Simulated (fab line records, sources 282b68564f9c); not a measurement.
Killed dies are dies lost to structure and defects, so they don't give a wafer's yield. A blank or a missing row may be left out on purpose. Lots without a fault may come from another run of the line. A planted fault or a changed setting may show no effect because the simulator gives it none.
One fault seen from 2 desks | flow rit_cmos | each desk has only its own numbers; what lay behind them comes last

THE METROLOGY DESK
What the gauges read, lot by lot, whatever tool the lot ran on: means of the sampled wafers that have a number. A lot is out of limits, marked OUT, if its mean lies more than 4 standard deviations from the usual mean; the brackets give that distance.
Columns: A = GATE_OXIDE_THK at RIT_GATE_THK_MEAS_07, usual 3.01 nm; B = GATE_POLY_THK at RIT_GATE_THK_MEAS_09, usual 250.1 nm; C = cd_nm at RIT_GATE_CD_MEAS_16, usual 149 nm; D = GATE_OVL at RIT_GATE_OVL_MEAS_17, usual -0.4 nm
lot  | first seen here | A    | B     | C   | D
L877 | day 3 19:49     | 3.10 | 248.8 | 151 | -0.8
L879 | day 4 09:58     | 3.05 | 244.2 | 153 | 0.3
L885 | day 5 09:09     | 3.00 | 251.3 | 154 | -0.6
L891 | day 7 00:52     | 3.03 | 253.3 | 153 | -0.1
L893 | day 7 13:26     | 3.04 | 251.2 | 153 | -1.5
L894 | day 7 17:59     | 2.99 | 250.2 | 144 | 1.1
This desk's finding: nothing out of limits on any of the 6 lots.

THE TOOL OWNER'S DESK: rie_si-02
The tool's own readings at RIT_GATE_ETCH_19 (etches poly-Si in SF6/CHF3/O2, stops on SiO2, time 165 s, target depth 312.5 nm): means of the sampled wafers that have a number, for each lot that ran on this tool. A lot is out of limits, marked OUT, if its mean lies more than 4 standard deviations from the usual mean; the brackets give that distance.
Columns: A = chamber_pressure_mTorr at RIT_GATE_ETCH_19, usual 40.00 mTorr; B = drypump_motor_current_A at RIT_GATE_ETCH_19, usual 5.89 A; C = he_backside_leak_sccm at RIT_GATE_ETCH_19, usual 2.74 sccm; D = oes_product_au at RIT_GATE_ETCH_19, usual 0.852 a.u.; E = throttle_valve_pct at RIT_GATE_ETCH_19, usual 10.28 %
lot  | first seen here | A     | B    | C    | D     | E
L877 | day 3 23:31     | 40.06 | 5.68 | 2.64 | 0.849 | 10.32
L879 | day 4 12:59     | 40.01 | 5.94 | 2.56 | 0.846 | 10.33
L885 | day 5 12:26     | 40.00 | 6.09 | 2.62 | 0.867 | 10.20
L891 | day 7 03:53     | 40.03 | 6.03 | 2.58 | 0.865 | 10.18
L893 | day 7 16:25     | 39.99 | 5.89 | 2.68 | 0.861 | 10.30
This desk's finding: nothing out of limits on any of the 5 lots.

PUT TOGETHER
The metrology desk saw nothing out of limits.
The tool owner's desk saw nothing out of limits.

WHAT THE SIMULATOR HAD PUT IN
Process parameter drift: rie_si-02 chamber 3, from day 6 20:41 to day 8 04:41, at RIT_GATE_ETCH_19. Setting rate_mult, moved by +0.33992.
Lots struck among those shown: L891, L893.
